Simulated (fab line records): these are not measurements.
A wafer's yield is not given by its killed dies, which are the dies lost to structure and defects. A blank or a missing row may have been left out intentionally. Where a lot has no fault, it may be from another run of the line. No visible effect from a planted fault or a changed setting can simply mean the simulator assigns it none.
fab line records :: flow berkeley_cmos170
record
  lots=5
  wafers=15
  last_day=14
route steps=331 shown M1@251 V1@254
lots untouched by any fault: they come from a run of this same line in which no faults occurred
start_h: hours from the record's first day to the start of the lot's first wafer shown :: wait_h: how many hours have passed since the lot's step before this one :: " unchanged from the row above :: L1.1+2: a single row standing in for several wafers :: - either no value or no given start :: * or withheld: withheld :: < > ~ a bound
route shown NAME@n: NAME is a module with steps in the file, n the number in the route of the first one :: usual: average and standard deviation across the fault-free wafers :: same: alike in all rows :: chamber/n: place in a boat :: sites: per-site readings :: _std_site: the standard deviation of these :: _edge_site: inner sites' mean taken away from outer sites' mean :: radius_mm: for every site, how far away it sits from the centre of the wafer :: mask NAME#n: copy n :: behind: the last tool/chamber to shape the wafer :: hold: why the lot was held/for how many hours/how that ended :: device: the n, p or np transistor that did not switch :: end of line: tests run on the same wafers once the route is complete :: a step without rows: its recipe alone :: killed: count of dies lost to structure and defects at first sort (not the wafer's yield) :: map: dies across one wafer; x = killed, . = not, _ = none there
set.NAME: setting as actually run; set.NAME@STEP: the setting as run at that earlier step :: model.NAME: the simulator's own value behind a step, which no gauge read
a table for each step, a row for each wafer; lots at some steps of the route
services: the hour from which a tool's chamber was out of use, counted from the record's first day as start_h (under 0 if before that day), plus the number of hours and why
## steps
# step UCB170_M1_STRIP_13
# recipe
  chemistry=O2
  power_w=400
  pressure_mtorr=3500
  platen_temp_c=withheld
  o2_flow_sccm=400
  overash_fraction=0.5
# usual
  drypump_motor_current_A=5.5/0.35
  oes_product_au=0.721/0.0045
lot.wafer: L388.2
tool: plasma_asher-04
chamber: 0
start_h: 174.23
wait_h: 0.1
drypump_motor_current_A: 5.7
oes_product_au: 0.724
rf_hours_counter_h: 44

lot.wafer: L388.3
tool: plasma_asher-04
chamber: 0
start_h: 174.23
wait_h: 0.1
drypump_motor_current_A: 5.7
oes_product_au: 0.720
rf_hours_counter_h: -

lot.wafer: L388.5
tool: plasma_asher-04
chamber: 0
start_h: 174.23
wait_h: 0.1
drypump_motor_current_A: 5.7
oes_product_au: 0.725
rf_hours_counter_h: -

lot.wafer: L390.2
tool: plasma_asher-02
chamber: 1
start_h: 196.46
wait_h: 0.2
drypump_motor_current_A: 5.3
oes_product_au: 0.714
rf_hours_counter_h: 39

lot.wafer: L390.3
tool: plasma_asher-02
chamber: 1
start_h: 196.46
wait_h: 0.2
drypump_motor_current_A: 5.3
oes_product_au: 0.718
rf_hours_counter_h: -

lot.wafer: L390.6
tool: plasma_asher-02
chamber: 0
start_h: 196.46
wait_h: 0.2
drypump_motor_current_A: 6.0
oes_product_au: 0.724
rf_hours_counter_h: -

lot.wafer: L402.2
tool: plasma_asher-04
chamber: 1
start_h: 272.43
wait_h: 0.1
drypump_motor_current_A: 5.1
oes_product_au: 0.727
rf_hours_counter_h: 53

lot.wafer: L402.4
tool: plasma_asher-04
chamber: 0
start_h: 272.43
wait_h: 0.1
drypump_motor_current_A: 5.6
oes_product_au: 0.725
rf_hours_counter_h: -

lot.wafer: L402.5
tool: plasma_asher-04
chamber: 1
start_h: 272.43
wait_h: 0.1
drypump_motor_current_A: 5.1
oes_product_au: 0.722
rf_hours_counter_h: -

lot.wafer: L409.1
tool: plasma_asher-04
chamber: 1
start_h: 306.67
wait_h: 0.1
drypump_motor_current_A: 5.1
oes_product_au: 0.725
rf_hours_counter_h: 55

lot.wafer: L409.3
tool: plasma_asher-04
chamber: 1
start_h: 306.67
wait_h: 0.1
drypump_motor_current_A: 5.1
oes_product_au: 0.727
rf_hours_counter_h: -

lot.wafer: L409.4
tool: plasma_asher-04
chamber: 0
start_h: 306.67
wait_h: 0.1
drypump_motor_current_A: 5.6
oes_product_au: 0.718
rf_hours_counter_h: -

lot.wafer: L407.1
tool: plasma_asher-03
chamber: 0
start_h: 314.34
wait_h: 0.1
drypump_motor_current_A: 6.1
oes_product_au: 0.716
rf_hours_counter_h: 61

lot.wafer: L407.4
tool: plasma_asher-03
chamber: 0
start_h: 314.34
wait_h: 0.1
drypump_motor_current_A: 6.1
oes_product_au: 0.719
rf_hours_counter_h: -

lot.wafer: L407.6
tool: plasma_asher-03
chamber: 0
start_h: 314.34
wait_h: 0.1
drypump_motor_current_A: 6.1
oes_product_au: 0.719
rf_hours_counter_h: -
# step UCB170_M1_CD_MEAS_90
# recipe
  target_cd_nm=700
# usual
  cd_nm=700.2/1.9
lot.wafer: L388.2
tool: cd_sem-01
chamber: -
start_h: 174.35
wait_h: 0.1
cd_nm: 702.4

lot.wafer: L388.3
tool: cd_sem-01
chamber: -
start_h: 174.35
wait_h: 0.1
cd_nm: 700.5

lot.wafer: L388.5
tool: cd_sem-01
chamber: -
start_h: 174.35
wait_h: 0.1
cd_nm: 700.5

lot.wafer: L390.2
tool: cd_sem-02
chamber: -
start_h: 196.58
wait_h: 0.1
cd_nm: 701.3

lot.wafer: L390.3
tool: cd_sem-02
chamber: -
start_h: 196.58
wait_h: 0.1
cd_nm: 702.2

lot.wafer: L390.6
tool: cd_sem-02
chamber: -
start_h: 196.58
wait_h: 0.1
cd_nm: 698.5

lot.wafer: L402.2
tool: cd_sem-01
chamber: -
start_h: 272.55
wait_h: 0.1
cd_nm: 703.3

lot.wafer: L402.4
tool: cd_sem-01
chamber: -
start_h: 272.55
wait_h: 0.1
cd_nm: 702.9

lot.wafer: L402.5
tool: cd_sem-01
chamber: -
start_h: 272.55
wait_h: 0.1
cd_nm: 701.4

lot.wafer: L409.1
tool: cd_sem-02
chamber: -
start_h: 306.79
wait_h: 0.1
cd_nm: 697.9

lot.wafer: L409.3
tool: cd_sem-02
chamber: -
start_h: 306.79
wait_h: 0.1
cd_nm: 700.5

lot.wafer: L409.4
tool: cd_sem-02
chamber: -
start_h: 306.79
wait_h: 0.1
cd_nm: 700.0

lot.wafer: L407.1
tool: cd_sem-02
chamber: -
start_h: 314.44
wait_h: 0.1
cd_nm: 696.7

lot.wafer: L407.4
tool: cd_sem-02
chamber: -
start_h: 314.44
wait_h: 0.1
cd_nm: 699.4

lot.wafer: L407.6
tool: cd_sem-02
chamber: -
start_h: 314.44
wait_h: 0.1
cd_nm: 701.6
# step UCB170_M1_ANNEAL_14
# recipe
  temp_c=400
  time_s=1200
  ambient=forming_gas
# step UCB170_V1_CVD_00
# recipe
  material=SiO2
  target_thk_nm=2000
  temp_c=390
  precursor=TEOS/O2
  time_s=250
  rf_w=550
  pressure_mtorr=9000
# usual
  heater_power_w=263/46
lot.wafer: L388.2
tool: pecvd-03
chamber: 2
start_h: 176.41
wait_h: 0.0
heater_power_w: 297

lot.wafer: L388.3
tool: pecvd-03
chamber: 1
start_h: 176.41
wait_h: 0.0
heater_power_w: 217

lot.wafer: L388.5
tool: pecvd-03
chamber: 0
start_h: 176.41
wait_h: 0.0
heater_power_w: 370

lot.wafer: L390.2
tool: pecvd-02
chamber: 2
start_h: 199.00
wait_h: 0.0
heater_power_w: 315

lot.wafer: L390.3
tool: pecvd-02
chamber: 1
start_h: 199.00
wait_h: 0.0
heater_power_w: 276

lot.wafer: L390.6
tool: pecvd-02
chamber: 2
start_h: 199.00
wait_h: 0.0
heater_power_w: 238

lot.wafer: L402.2
tool: pecvd-03
chamber: 1
start_h: 275.11
wait_h: 0.0
heater_power_w: 255

lot.wafer: L402.4
tool: pecvd-03
chamber: 0
start_h: 275.11
wait_h: 0.0
heater_power_w: 262

lot.wafer: L402.5
tool: pecvd-03
chamber: 1
start_h: 275.11
wait_h: 0.0
heater_power_w: 190

lot.wafer: L409.1
tool: pecvd-03
chamber: 2
start_h: 308.24
wait_h: 0.0
heater_power_w: 336

lot.wafer: L409.3
tool: pecvd-03
chamber: 1
start_h: 308.24
wait_h: 0.0
heater_power_w: 234

lot.wafer: L409.4
tool: pecvd-03
chamber: 1
start_h: 308.24
wait_h: 0.0
heater_power_w: 274

lot.wafer: L407.1
tool: pecvd-03
chamber: 0
start_h: 316.35
wait_h: 0.0
heater_power_w: 289

lot.wafer: L407.4
tool: pecvd-03
chamber: 1
start_h: 316.35
wait_h: 0.0
heater_power_w: 274

lot.wafer: L407.6
tool: pecvd-03
chamber: 2
start_h: 316.35
wait_h: 0.0
heater_power_w: 241
# step UCB170_V1_THK_MEAS_01
# recipe
  reads=SiO2_of_V1_CVD_00
# usual
  V1_TEOS_THK=2000/24
lot.wafer: L388.2
tool: film_metro-03
chamber: -
start_h: 176.58
wait_h: 0.1
V1_TEOS_THK[nm]: 1976

lot.wafer: L388.3
tool: film_metro-03
chamber: -
start_h: 176.58
wait_h: 0.1
V1_TEOS_THK[nm]: 1954

lot.wafer: L388.5
tool: film_metro-03
chamber: -
start_h: 176.58
wait_h: 0.1
V1_TEOS_THK[nm]: 2003

lot.wafer: L390.2
tool: film_metro-02
chamber: -
start_h: 199.16
wait_h: 0.1
V1_TEOS_THK[nm]: 1965

lot.wafer: L390.3
tool: film_metro-02
chamber: -
start_h: 199.16
wait_h: 0.1
V1_TEOS_THK[nm]: 1983

lot.wafer: L390.6
tool: film_metro-02
chamber: -
start_h: 199.16
wait_h: 0.1
V1_TEOS_THK[nm]: 1992

lot.wafer: L402.2
tool: film_metro-04
chamber: -
start_h: 275.28
wait_h: 0.1
V1_TEOS_THK[nm]: 1972

lot.wafer: L402.4
tool: film_metro-04
chamber: -
start_h: 275.28
wait_h: 0.1
V1_TEOS_THK[nm]: 2012

lot.wafer: L402.5
tool: film_metro-04
chamber: -
start_h: 275.28
wait_h: 0.1
V1_TEOS_THK[nm]: 1995

lot.wafer: L409.1
tool: film_metro-02
chamber: -
start_h: 308.40
wait_h: 0.1
V1_TEOS_THK[nm]: 1975

lot.wafer: L409.3
tool: film_metro-02
chamber: -
start_h: 308.40
wait_h: 0.1
V1_TEOS_THK[nm]: 1952

lot.wafer: L409.4
tool: film_metro-02
chamber: -
start_h: 308.40
wait_h: 0.1
V1_TEOS_THK[nm]: 1996

lot.wafer: L407.1
tool: film_metro-04
chamber: -
start_h: 316.50
wait_h: 0.1
V1_TEOS_THK[nm]: 1965

lot.wafer: L407.4
tool: film_metro-04
chamber: -
start_h: 316.50
wait_h: 0.1
V1_TEOS_THK[nm]: 1996

lot.wafer: L407.6
tool: film_metro-04
chamber: -
start_h: 316.50
wait_h: 0.1
V1_TEOS_THK[nm]: 1990
# step UCB170_V1_CMP_02
# recipe
  material=SiO2
  down_force_psi=6
  platen_rpm=60
  pad_velocity_m_s=0.75398
# usual
  head_pressure_psi=6.000/0.012
  motor_current_A=16.1/1.8
lot.wafer: L388.2
tool: cmp-01
chamber: 1
start_h: 176.63
wait_h: 0.0
head_pressure_psi: 6.009
motor_current_A: 14.2

lot.wafer: L388.3
tool: cmp-01
chamber: 0
start_h: 176.63
wait_h: 0.0
head_pressure_psi: 5.987
motor_current_A: 19.8

lot.wafer: L388.5
tool: cmp-01
chamber: 1
start_h: 176.63
wait_h: 0.0
head_pressure_psi: 5.999
motor_current_A: 14.5

lot.wafer: L390.3
tool: cmp-01
chamber: 2
start_h: 199.21
wait_h: 0.0
head_pressure_psi: 6.018
motor_current_A: 17.5

lot.wafer: L390.2
tool: cmp-01
chamber: 3
start_h: 199.21
wait_h: 0.0
head_pressure_psi: 5.994
motor_current_A: 13.6

lot.wafer: L390.6
tool: cmp-01
chamber: 2
start_h: 199.21
wait_h: 0.0
head_pressure_psi: 6.002
motor_current_A: 17.6

lot.wafer: L402.4
tool: cmp-02
chamber: 1
start_h: 275.43
wait_h: 0.1
head_pressure_psi: 6.002
motor_current_A: 15.9

lot.wafer: L402.2
tool: cmp-02
chamber: 2
start_h: 275.43
wait_h: 0.1
head_pressure_psi: 6.009
motor_current_A: 16.7

lot.wafer: L402.5
tool: cmp-02
chamber: 0
start_h: 275.43
wait_h: 0.1
head_pressure_psi: 6.021
motor_current_A: 14.5

lot.wafer: L409.3
tool: cmp-01
chamber: 0
start_h: 308.46
wait_h: 0.0
head_pressure_psi: 6.002
motor_current_A: 19.9

lot.wafer: L409.1
tool: cmp-01
chamber: 1
start_h: 308.46
wait_h: 0.0
head_pressure_psi: 6.014
motor_current_A: 14.4

lot.wafer: L409.4
tool: cmp-01
chamber: 2
start_h: 308.46
wait_h: 0.0
head_pressure_psi: 5.998
motor_current_A: 18.1

lot.wafer: L407.4
tool: cmp-02
chamber: 1
start_h: 316.61
wait_h: 0.1
head_pressure_psi: 6.022
motor_current_A: 15.8

lot.wafer: L407.1
tool: cmp-02
chamber: 2
start_h: 316.61
wait_h: 0.1
head_pressure_psi: 6.000
motor_current_A: 16.1

lot.wafer: L407.6
tool: cmp-02
chamber: 0
start_h: 316.61
wait_h: 0.1
head_pressure_psi: 6.011
motor_current_A: 13.1
# step UCB170_V1_BOW_MEAS_03
# recipe
  mode=bow
# usual
  V1_BOW=18/6
lot.wafer: L388.2
tool: film_metro-03
chamber: -
start_h: 176.95
wait_h: 0.3
V1_BOW[um]: 19

lot.wafer: L388.3
tool: film_metro-03
chamber: -
start_h: 176.95
wait_h: 0.3
V1_BOW[um]: 18

lot.wafer: L388.5
tool: film_metro-03
chamber: -
start_h: 176.95
wait_h: 0.3
V1_BOW[um]: 16

lot.wafer: L390.2
tool: film_metro-04
chamber: -
start_h: 199.53
wait_h: 0.2
V1_BOW[um]: 20

lot.wafer: L390.3
tool: film_metro-04
chamber: -
start_h: 199.53
wait_h: 0.2
V1_BOW[um]: 25

lot.wafer: L390.6
tool: film_metro-04
chamber: -
start_h: 199.53
wait_h: 0.2
V1_BOW[um]: 21

lot.wafer: L402.2
tool: film_metro-02
chamber: -
start_h: 275.65
wait_h: 0.1
V1_BOW[um]: 19

lot.wafer: L402.4
tool: film_metro-02
chamber: -
start_h: 275.65
wait_h: 0.1
V1_BOW[um]: 16

lot.wafer: L402.5
tool: film_metro-02
chamber: -
start_h: 275.65
wait_h: 0.1
V1_BOW[um]: 17

lot.wafer: L409.1
tool: film_metro-03
chamber: -
start_h: 308.76
wait_h: 0.2
V1_BOW[um]: 20

lot.wafer: L409.3
tool: film_metro-03
chamber: -
start_h: 308.76
wait_h: 0.2
V1_BOW[um]: 15

lot.wafer: L409.4
tool: film_metro-03
chamber: -
start_h: 308.76
wait_h: 0.2
V1_BOW[um]: 24

lot.wafer: L407.1
tool: film_metro-04
chamber: -
start_h: 316.86
wait_h: 0.1
V1_BOW[um]: 6

lot.wafer: L407.4
tool: film_metro-04
chamber: -
start_h: 316.86
wait_h: 0.1
V1_BOW[um]: 14

lot.wafer: L407.6
tool: film_metro-04
chamber: -
start_h: 316.86
wait_h: 0.1
V1_BOW[um]: 4
# step UCB170_V1_THK_MEAS_04
# recipe
  reads=SiO2_of_V1_CVD_00
# usual
  V1_POLISHED_THK=1000.7/1
lot.wafer: L388.2
tool: film_metro-03
chamber: -
start_h: 177.06
wait_h: 0.1
V1_POLISHED_THK[nm]: 1002.4

lot.wafer: L388.3
tool: film_metro-03
chamber: -
start_h: 177.06
wait_h: 0.1
V1_POLISHED_THK[nm]: 1001.4

lot.wafer: L388.5
tool: film_metro-03
chamber: -
start_h: 177.06
wait_h: 0.1
V1_POLISHED_THK[nm]: 1001.4

lot.wafer: L390.2
tool: film_metro-04
chamber: -
start_h: 199.64
wait_h: 0.1
V1_POLISHED_THK[nm]: 1001.2

lot.wafer: L390.3
tool: film_metro-04
chamber: -
start_h: 199.64
wait_h: 0.1
V1_POLISHED_THK[nm]: 999.2

lot.wafer: L390.6
tool: film_metro-04
chamber: -
start_h: 199.64
wait_h: 0.1
V1_POLISHED_THK[nm]: 1000.2

lot.wafer: L402.2
tool: film_metro-02
chamber: -
start_h: 275.76
wait_h: 0.1
V1_POLISHED_THK[nm]: 1002.0

lot.wafer: L402.4
tool: film_metro-02
chamber: -
start_h: 275.76
wait_h: 0.1
V1_POLISHED_THK[nm]: 1000.7

lot.wafer: L402.5
tool: film_metro-02
chamber: -
start_h: 275.76
wait_h: 0.1
V1_POLISHED_THK[nm]: 1002.0

lot.wafer: L409.1
tool: film_metro-03
chamber: -
start_h: 308.88
wait_h: 0.1
V1_POLISHED_THK[nm]: 1001.0

lot.wafer: L409.3
tool: film_metro-03
chamber: -
start_h: 308.88
wait_h: 0.1
V1_POLISHED_THK[nm]: 998.3

lot.wafer: L409.4
tool: film_metro-03
chamber: -
start_h: 308.88
wait_h: 0.1
V1_POLISHED_THK[nm]: 1000.8

lot.wafer: L407.1
tool: film_metro-04
chamber: -
start_h: 316.98
wait_h: 0.1
V1_POLISHED_THK[nm]: 1001.9

lot.wafer: L407.4
tool: film_metro-04
chamber: -
start_h: 316.98
wait_h: 0.1
V1_POLISHED_THK[nm]: 998.9

lot.wafer: L407.6
tool: film_metro-04
chamber: -
start_h: 316.98
wait_h: 0.1
V1_POLISHED_THK[nm]: 1001.0
# step UCB170_V1_CLEAN_05
# recipe
  chemistry=DIW
# step UCB170_V1_HMDS_06
# recipe
  prime_time_s=60
  prime_temp_c=100
# step UCB170_V1_COAT_07
# recipe
  resist=KrF
  spin_rpm=1500
  resist_thk_nm=900
# step UCB170_V1_SOFTBAKE_08
# recipe
  resist=KrF
  temp_c=130
  time_s=60
# step UCB170_V1_EXPOSE_09
# recipe
  mask_id=VIA1
  target_cd_nm=700
  na=0.5
  sigma_outer=0.6
  source_shape=conventional
  dose_mj=37
# usual
  exposure_dose_mJ_cm2=37.00/0.041
  reticle_temp_C=22.99/0.096
lot.wafer: L388.2
tool: krf_scanner-02
chamber: 0
start_h: 179.23
wait_h: 0.4
mask: VIA1#0
exposure_dose_mJ_cm2: 37.09
reticle_temp_C: 22.83

lot.wafer: L388.3
tool: krf_scanner-02
chamber: 0
start_h: 179.23
wait_h: 0.4
mask: VIA1#0
exposure_dose_mJ_cm2: 36.99
reticle_temp_C: 22.79

lot.wafer: L388.5
tool: krf_scanner-02
chamber: 0
start_h: 179.23
wait_h: 0.4
mask: VIA1#0
exposure_dose_mJ_cm2: 37.02
reticle_temp_C: 22.88

lot.wafer: L390.2
tool: krf_scanner-01
chamber: 0
start_h: 200.67
wait_h: 0.2
mask: VIA1#0
exposure_dose_mJ_cm2: 37.02
reticle_temp_C: 22.99

lot.wafer: L390.3
tool: krf_scanner-01
chamber: 0
start_h: 200.67
wait_h: 0.2
mask: VIA1#0
exposure_dose_mJ_cm2: 37.05
reticle_temp_C: 23.18

lot.wafer: L390.6
tool: krf_scanner-01
chamber: 0
start_h: 200.67
wait_h: 0.2
mask: VIA1#0
exposure_dose_mJ_cm2: 37.01
reticle_temp_C: 22.95

lot.wafer: L402.2
tool: krf_scanner-02
chamber: 0
start_h: 276.58
wait_h: 0.2
mask: VIA1#0
exposure_dose_mJ_cm2: 36.22
reticle_temp_C: 23.02

lot.wafer: L402.4
tool: krf_scanner-02
chamber: 0
start_h: 276.58
wait_h: 0.2
mask: VIA1#0
exposure_dose_mJ_cm2: 36.29
reticle_temp_C: 22.94

lot.wafer: L402.5
tool: krf_scanner-02
chamber: 0
start_h: 276.58
wait_h: 0.2
mask: VIA1#0
exposure_dose_mJ_cm2: 36.18
reticle_temp_C: 22.94

lot.wafer: L409.1
tool: krf_scanner-01
chamber: 0
start_h: 309.97
wait_h: 0.2
mask: VIA1#0
exposure_dose_mJ_cm2: 36.98
reticle_temp_C: 22.91

lot.wafer: L409.3
tool: krf_scanner-01
chamber: 0
start_h: 309.97
wait_h: 0.2
mask: VIA1#0
exposure_dose_mJ_cm2: 36.95
reticle_temp_C: 22.84

lot.wafer: L409.4
tool: krf_scanner-01
chamber: 0
start_h: 309.97
wait_h: 0.2
mask: VIA1#0
exposure_dose_mJ_cm2: 36.93
reticle_temp_C: 22.87

lot.wafer: L407.1
tool: krf_scanner-01
chamber: 0
start_h: 318.73
wait_h: 0.2
mask: VIA1#0
exposure_dose_mJ_cm2: 37.01
reticle_temp_C: 23.13

lot.wafer: L407.4
tool: krf_scanner-01
chamber: 0
start_h: 318.73
wait_h: 0.2
mask: VIA1#0
exposure_dose_mJ_cm2: 37.03
reticle_temp_C: 23.04

lot.wafer: L407.6
tool: krf_scanner-01
chamber: 0
start_h: 318.73
wait_h: 0.2
mask: VIA1#0
exposure_dose_mJ_cm2: 37.01
reticle_temp_C: 23.05
# step UCB170_V1_PEB_10
# recipe
  peb_temp_c=130
  peb_time_s=withheld
  resist=KrF
# step UCB170_V1_DEVELOP_11
# recipe
  developer=TMAH
  develop_time_s=45
  resist=KrF
  dev_temp_c=21
# step UCB170_V1_CD_MEAS_12
# recipe
  target_cd_nm=700
# usual
  cd_nm=699.8/1.3
lot.wafer: L388.2
tool: cd_sem-02
chamber: -
start_h: 179.66
wait_h: -
hold: -
cd_nm: 697.8

lot.wafer: L388.3
tool: cd_sem-02
chamber: -
start_h: 179.66
wait_h: -
hold: -
cd_nm: 697.2

lot.wafer: L388.5
tool: cd_sem-02
chamber: -
start_h: 179.66
wait_h: -
hold: -
cd_nm: 698.1

lot.wafer: L390.2
tool: cd_sem-02
chamber: -
start_h: 201.07
wait_h: -
hold: -
cd_nm: 702.2

lot.wafer: L390.3
tool: cd_sem-02
chamber: -
start_h: 201.07
wait_h: -
hold: -
cd_nm: 700.8

lot.wafer: L390.6
tool: cd_sem-02
chamber: -
start_h: 201.07
wait_h: -
hold: -
cd_nm: 701.5

lot.wafer: L402.2
tool: cd_sem-02
chamber: -
start_h: 276.97
wait_h: -
hold: await_dispo/0.2h/release
cd_nm: 705.6

lot.wafer: L402.4
tool: cd_sem-02
chamber: -
start_h: 276.97
wait_h: -
hold: await_dispo/0.2h/release
cd_nm: 701.5

lot.wafer: L402.5
tool: cd_sem-02
chamber: -
start_h: 276.97
wait_h: -
hold: await_dispo/0.2h/release
cd_nm: 703.6

lot.wafer: L402.2
tool: cd_sem-02
chamber: -
start_h: 277.26
wait_h: 0.3
hold: -
cd_nm: 705.2

lot.wafer: L402.4
tool: cd_sem-02
chamber: -
start_h: 277.26
wait_h: 0.3
hold: -
cd_nm: 701.8

lot.wafer: L402.5
tool: cd_sem-02
chamber: -
start_h: 277.26
wait_h: 0.3
hold: -
cd_nm: 703.4

lot.wafer: L409.1
tool: cd_sem-02
chamber: -
start_h: 310.40
wait_h: -
hold: -
cd_nm: 698.3

lot.wafer: L409.3
tool: cd_sem-02
chamber: -
start_h: 310.40
wait_h: -
hold: -
cd_nm: 698.6

lot.wafer: L409.4
tool: cd_sem-02
chamber: -
start_h: 310.40
wait_h: -
hold: -
cd_nm: 698.8

lot.wafer: L407.1
tool: cd_sem-02
chamber: -
start_h: 319.61
wait_h: -
hold: -
cd_nm: 698.7

lot.wafer: L407.4
tool: cd_sem-02
chamber: -
start_h: 319.61
wait_h: -
hold: -
cd_nm: 699.5

lot.wafer: L407.6
tool: cd_sem-02
chamber: -
start_h: 319.61
wait_h: -
hold: -
cd_nm: 699.4
# step UCB170_V1_OVL_MEAS_13
# usual
  V1_OVL=-1/5.1
lot.wafer: L388.2
tool: overlay-02
chamber: -
start_h: 179.77
wait_h: 0.1
hold: -
V1_OVL[nm]: -1

lot.wafer: L388.3
tool: overlay-02
chamber: -
start_h: 179.77
wait_h: 0.1
hold: -
V1_OVL[nm]: -4

lot.wafer: L388.5
tool: overlay-02
chamber: -
start_h: 179.77
wait_h: 0.1
hold: -
V1_OVL[nm]: -4

lot.wafer: L390.2
tool: overlay-01
chamber: -
start_h: 201.17
wait_h: 0.1
hold: -
V1_OVL[nm]: -5

lot.wafer: L390.3
tool: overlay-01
chamber: -
start_h: 201.17
wait_h: 0.1
hold: -
V1_OVL[nm]: -11

lot.wafer: L390.6
tool: overlay-01
chamber: -
start_h: 201.17
wait_h: 0.1
hold: -
V1_OVL[nm]: -8

lot.wafer: L402.2
tool: overlay-01
chamber: -
start_h: 279.95
wait_h: 2.7
hold: await_dispo/2.6h/release
V1_OVL[nm]: -5

lot.wafer: L402.4
tool: overlay-01
chamber: -
start_h: 279.95
wait_h: 2.7
hold: await_dispo/2.6h/release
V1_OVL[nm]: -6

lot.wafer: L402.5
tool: overlay-01
chamber: -
start_h: 279.95
wait_h: 2.7
hold: await_dispo/2.6h/release
V1_OVL[nm]: 3

lot.wafer: L409.1
tool: overlay-02
chamber: -
start_h: 310.52
wait_h: 0.1
hold: -
V1_OVL[nm]: 7

lot.wafer: L409.3
tool: overlay-02
chamber: -
start_h: 310.52
wait_h: 0.1
hold: -
V1_OVL[nm]: 7

lot.wafer: L409.4
tool: overlay-02
chamber: -
start_h: 310.52
wait_h: 0.1
hold: -
V1_OVL[nm]: 8

lot.wafer: L407.1
tool: overlay-02
chamber: -
start_h: 319.73
wait_h: 0.1
hold: -
V1_OVL[nm]: -5

lot.wafer: L407.4
tool: overlay-02
chamber: -
start_h: 319.73
wait_h: 0.1
hold: -
V1_OVL[nm]: -10

lot.wafer: L407.6
tool: overlay-02
chamber: -
start_h: 319.73
wait_h: 0.1
hold: -
V1_OVL[nm]: -9
## services
tool: krf_scanner-01
chamber: -
start_h: 150.38
hours: 0.2
kind: repair

tool: cmp-01
chamber: -
start_h: 150.92
hours: 2.3
kind: repair

tool: cmp-01
chamber: -
start_h: 153.60
hours: 0.4
kind: repair

tool: krf_scanner-01
chamber: -
start_h: 159.19
hours: 36.0
kind: pm

tool: cmp-01
chamber: -
start_h: 164.54
hours: 4.5
kind: repair

tool: krf_scanner-01
chamber: -
start_h: 195.19
hours: 1.0
kind: pm

tool: krf_scanner-01
chamber: -
start_h: 212.84
hours: 4.0
kind: pm

tool: cmp-02
chamber: -
start_h: 215.77
hours: 7.7
kind: pm

tool: plasma_asher-04
chamber: -
start_h: 223.59
hours: 4.0
kind: repair

tool: cmp-01
chamber: -
start_h: 232.30
hours: 4.0
kind: pm

tool: krf_scanner-02
chamber: -
start_h: 234.60
hours: 1.7
kind: repair

tool: krf_scanner-01
chamber: -
start_h: 247.70
hours: 0.6
kind: repair

tool: krf_scanner-02
chamber: -
start_h: 261.30
hours: 0.8
kind: pm

tool: krf_scanner-02
chamber: -
start_h: 264.77
hours: 4.1
kind: repair

tool: krf_scanner-01
chamber: -
start_h: 268.96
hours: 0.8
kind: pm

tool: cmp-02
chamber: -
start_h: 277.90
hours: 3.7
kind: pm

tool: cmp-01
chamber: -
start_h: 281.60
hours: 4.5
kind: pm

tool: pecvd-03
chamber: -
start_h: 282.41
hours: 1.1
kind: repair

tool: krf_scanner-01
chamber: -
start_h: 282.66
hours: 1.3
kind: pm

tool: cmp-01
chamber: -
start_h: 293.65
hours: 4.6
kind: pm

tool: plasma_asher-04
chamber: -
start_h: 296.41
hours: 9.4
kind: repair

tool: krf_scanner-02
chamber: -
start_h: 300.69
hours: 1.3
kind: pm

tool: plasma_asher-04
chamber: -
start_h: 307.30
hours: 20.6
kind: repair

tool: cmp-01
chamber: -
start_h: 315.21
hours: 3.4
kind: repair
## key
first_sign
  step=UCB170_V1_EXPOSE_09
  reading=exposure_dose_mJ_cm2
  direction=down
  sigmas=19
  usual=37.00
  struck=36.23
effect
  step=UCB170_V1_CD_MEAS_12
  reading=visit
  direction=added
  through=control_loop
met_at UCB170_V1_EXPOSE_09
struck_wafers L402.2,L402.4,L402.5
sort_left_out L402.2,L402.4,L402.5
loop_trim
  step=UCB170_V1_EXPOSE_09
  setting=dose
  lots=L402
onset_between 179.23 276.58
fault
  kind=process_parameter_drift
  tool=krf_scanner-02
  chamber=-
  onset_h=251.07
  steps=UCB170_V1_EXPOSE_09
  channel=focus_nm
  offset=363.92
  spread_by_wafer=0.3
  shape=step
  end_h=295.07
# sort_left_out: the simulated sort isn't trusted on such a fault, so these wafers' sort isn't shown, and their yield isn't known
# loop_trim: a control loop set the setting to another value than it would have without faults
